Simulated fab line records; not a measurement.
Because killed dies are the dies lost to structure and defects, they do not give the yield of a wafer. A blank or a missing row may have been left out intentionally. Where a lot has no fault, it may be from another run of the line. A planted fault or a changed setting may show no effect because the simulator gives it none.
Which tool did it?	flow berkeley cmos170	14 lots, 42 wafers sampled, at 4 steps of a route of 331

## WHAT THE GAUGES SHOWED, per wafer
UCB170_GATE_CD_MEAS_12: target cd 350 nm.
lot	measured	on	cd nm (nm)
L161	day 6 19:59	cd sem-01	349.7 349.7 351.0
L163	day 7 08:37	cd sem-01	347.6 348.3 347.6
L166	day 8 00:05	cd sem-02	348.4 348.5 348.6
L164	day 8 00:16	cd sem-01	348.4 348.9 348.3
L165	day 8 00:25	cd sem-02	349.2 349.6 349.4
L169	day 8 23:26	cd sem-01	350.1 350.5 350.8
L168	day 8 23:58	cd sem-02	350.4 351.0 352.9
L173	day 9 06:01	cd sem-02	348.0 349.7 349.7
L172	day 9 06:10	cd sem-02	351.2 350.8 348.6
L178	day 10 20:11	cd sem-01	347.7 347.5 347.7
L177	day 10 20:28	cd sem-01	351.4 350.5 351.6
L180	day 11 07:01	cd sem-02	351.1 351.5 350.9
L182	day 11 22:06	cd sem-02	351.0 352.2 350.6
L181	day 11 22:24	cd sem-01	350.5 349.3 349.1

UCB170_PLDD_CD_MEAS_06: target cd 1200 nm.
lot	measured	on	cd nm (nm)
L161	day 6 21:42	cd sem-02	1200.4 1200.1 1199.5
L163	day 7 11:55	cd sem-02	1201.9 1201.7 1201.3
L166	day 8 01:53	cd sem-01	1201.0 1201.4 1202.4
L164	day 8 02:09	cd sem-01	1203.1 1202.2 1203.7
L165	day 8 02:52	cd sem-01	1202.1 1200.2 1200.6
L169	day 9 01:04	cd sem-01	1201.0 1199.2 1199.5
L168	day 9 01:39	cd sem-01	1200.6 1201.2 1200.6
L173	day 9 07:38	cd sem-02	1201.2 1201.5 1201.0
L172	day 9 07:57	cd sem-01	1201.5 1201.1 1201.4
L178	day 10 22:57	cd sem-02	1197.7 1195.9 1196.7
L177	day 10 23:13	cd sem-01	1201.3 1200.8 1201.7
L180	day 11 08:39	cd sem-02	1198.3 1198.9 1199.2
L182	day 11 23:59	cd sem-02	1198.7 1199.2 1199.4
L181	day 12 00:15	cd sem-02	1199.2 1200.4 1199.9

## WHAT TOOL EACH LOT RAN ON (gives the tool, then ch and the chambers of the sampled wafers, and finally the start)
lot	UCB170_GATE_ETCH_14	UCB170_PLDD_COAT_01
L161	rie diel-01 ch 0,1,3, day 6 20:06	litho track-03 ch 0, day 6 20:49
L163	rie diel-02 ch 0,1,3, day 7 08:47	litho track-02 ch 0, day 7 10:31
L166	rie diel-01 ch 1,2, day 8 00:13	litho track-02 ch 0, day 8 00:58
L164	rie diel-02 ch 1,3, day 8 00:24	litho track-03 ch 0, day 8 01:19
L165	rie diel-01 ch 1,2,3, day 8 00:35	litho track-02 ch 0, day 8 01:51
L169	rie diel-01 ch 0,1,2, day 8 23:36	litho track-03 ch 0, day 9 00:14
L168	rie diel-01 ch 2,3, day 9 00:07	litho track-03 ch 0, day 9 00:45
L173	rie diel-02 ch 0,2, day 9 06:10	litho track-04 ch 0, day 9 06:49
L172	rie diel-01 ch 0,2, day 9 06:17	litho track-03 ch 0, day 9 07:04
L178	rie diel-01 ch 0,2, day 10 20:20	litho track-02 ch 0, day 10 21:55
L177	rie diel-04 ch 1,3, day 10 20:37	litho track-04 ch 0, day 10 22:11
L180	rie diel-02 ch 0,2,3, day 11 07:10	litho track-02 ch 0, day 11 07:49
L182	rie diel-01 ch 0,1, day 11 22:16	litho track-04 ch 0, day 11 22:58
L181	rie diel-04 ch 0,2, day 11 22:32	litho track-02 ch 0, day 11 23:21
- UCB170_GATE_ETCH_14: etches BARC in N2/H2.
- UCB170_PLDD_COAT_01: resist thk 900 nm.

## WHAT THE TOOLS THEMSELVES READ (means of the sampled wafers that have a number; where no wafer has one, the mark that the record gives instead)
UCB170_GATE_ETCH_14.
lot	tool	drypump motor current A (A)	n2 flow sccm (sccm)	oes product au (a.u.)	throttle valve pct (%)
L161	rie diel-01	6.0	99.8	1.029	13.33
L163	rie diel-02	5.8	100.0	0.999	13.36
L166	rie diel-01	5.3	99.8	1.029	13.02
L164	rie diel-02	5.7	100.6	1.007	13.31
L165	rie diel-01	5.7	99.9	1.016	13.13
L169	rie diel-01	5.6	100.0	1.018	13.23
L168	rie diel-01	5.8	100.0	1.000	13.16
L173	rie diel-02	5.6	99.6	1.000	13.27
L172	rie diel-01	5.9	100.1	1.024	13.45
L178	rie diel-01	5.9	100.1	1.031	13.44
L177	rie diel-04	6.1	100.3	1.020	13.22
L180	rie diel-02	5.6	99.8	0.998	13.33
L182	rie diel-01	5.6	100.5	1.039	13.21
L181	rie diel-04	5.8	100.0	1.030	13.63

## THE ANSWER, worked out from the rows above alone
Rule: the usual values come from the lots themselves. The widest of any qualifying gaps counts: lots, ordered by their means at a reading, are off when they make up no more than a third of the lots, leave a main group of 4 or more, and stand apart from it by 3 or more times the standard deviation of that group's means. A main group is skipped when, at the precision printed for the reading in the tables above, its means are all equal. Also off: a lot with no number at a reading for which 4 or more lots have one. Where the step has rows for the other lots, those lots are counted as sound. Order of review: gauges by route order, followed by the tools' own readings, for which a lot's mean as printed above is used. The first step at which some lot is off is used, and at that step the reading that is off furthest; a lot without a number counts as furthest.
No lot is off at any reading shown: from this, nothing can be told.

## WHAT THE SIMULATOR PUT IN
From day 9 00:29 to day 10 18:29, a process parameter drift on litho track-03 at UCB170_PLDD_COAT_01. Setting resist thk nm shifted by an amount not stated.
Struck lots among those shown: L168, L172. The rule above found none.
